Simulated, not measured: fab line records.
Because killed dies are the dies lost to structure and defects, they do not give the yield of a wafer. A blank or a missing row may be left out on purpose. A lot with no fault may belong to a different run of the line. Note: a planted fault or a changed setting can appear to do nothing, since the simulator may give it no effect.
Problem report, 8D (eight disciplines) form, completed by code | flow ritCmos | the parts of the form that need people (team, actions taken, sign-off) are left out

1. WHAT WENT WRONG
At RIT_PLDD_SOFTBAKE_02, heaterPowerTotalW averages 28.54 W over 9 wafers from 3 lots, while fault-free wafers read 34.56 W, standard deviation 0.053. That is -99 or more standard deviations from the usual mean.
The step: time 60 s.
First observed at day 5 16:55: wafer L443.1, on lithoTrack-03. The record has a number at this step for 45 wafers belonging to 15 lots. Rule for "out" (also "out of limits"): further than 4 standard deviations from the usual mean. The other wafers with a number count as sound.

2. WHAT IT IS, WHAT IT ISN'T
question                    | is                            | is not
which readings at this step | heaterPowerTotalW, plateTempC | resistLineTempC
which lots                  | L443, L446, L447              | L431, L433, L434, L435, L436, L437, L438, L439, L440, L441, L442, L454
which wafers of those lots  | all that have a number        | -
read on which tools         | lithoTrack-03                 | lithoTrack-01, lithoTrack-02
when                        | from day 5 16:55              | up to then (33 sound wafers); but 3 sound wafers of L454 came after

3. WHAT RULES OUT EACH SUSPECT
Counting: a tool at a process step up to the reading stays a suspect if it ran every lot that is out and no sound lot after the first of them.
- lithoTrack-03 at RIT_PLDD_SOFTBAKE_02 (time 60 s): kept. All lots that are out passed through it, beginning with L443 at day 5 16:55, and no sound lot followed; its final sound lot before that point was L442 at day 5 11:38. Out on those wafers are its own readings of heaterPowerTotalW, plateTempC.
Left after counting: lithoTrack-03 at RIT_PLDD_SOFTBAKE_02.

4. THE CAUSE (what the simulator had put in)
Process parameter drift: lithoTrack-03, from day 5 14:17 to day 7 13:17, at RIT_PLDD_SOFTBAKE_02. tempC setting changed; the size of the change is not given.
Only this tool survived the counting.

5. THE EFFECT CHAIN, in route order
Each row: a reading whose mean over the struck wafers that have a number lies more than 3 standard deviations from the usual. Only readings whose record carries a usual standard deviation are examined. hours: median over the lots of the time between each lot's start at the first step of this table that gives one and its start at this step. sigmas: the change, counted in usual standard deviations.
hours | step                 | reading           | usual   | on struck wafers | change | sigmas
0     | RIT_PLDD_SOFTBAKE_02 | heaterPowerTotalW | 34.56 W | 28.54            | -6.02  | -99 or more
0     | RIT_PLDD_SOFTBAKE_02 | plateTempC        | 90.00 C | 78.84            | -11.16 | -99 or more
Its process steps:
- RIT_PLDD_SOFTBAKE_02: time 60 s.

6. HOW IT WOULD HAVE BEEN CAUGHT EARLIER
In this record the first reading out of limits was taken at day 5 16:55, 3 hours after the fault began at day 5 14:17.
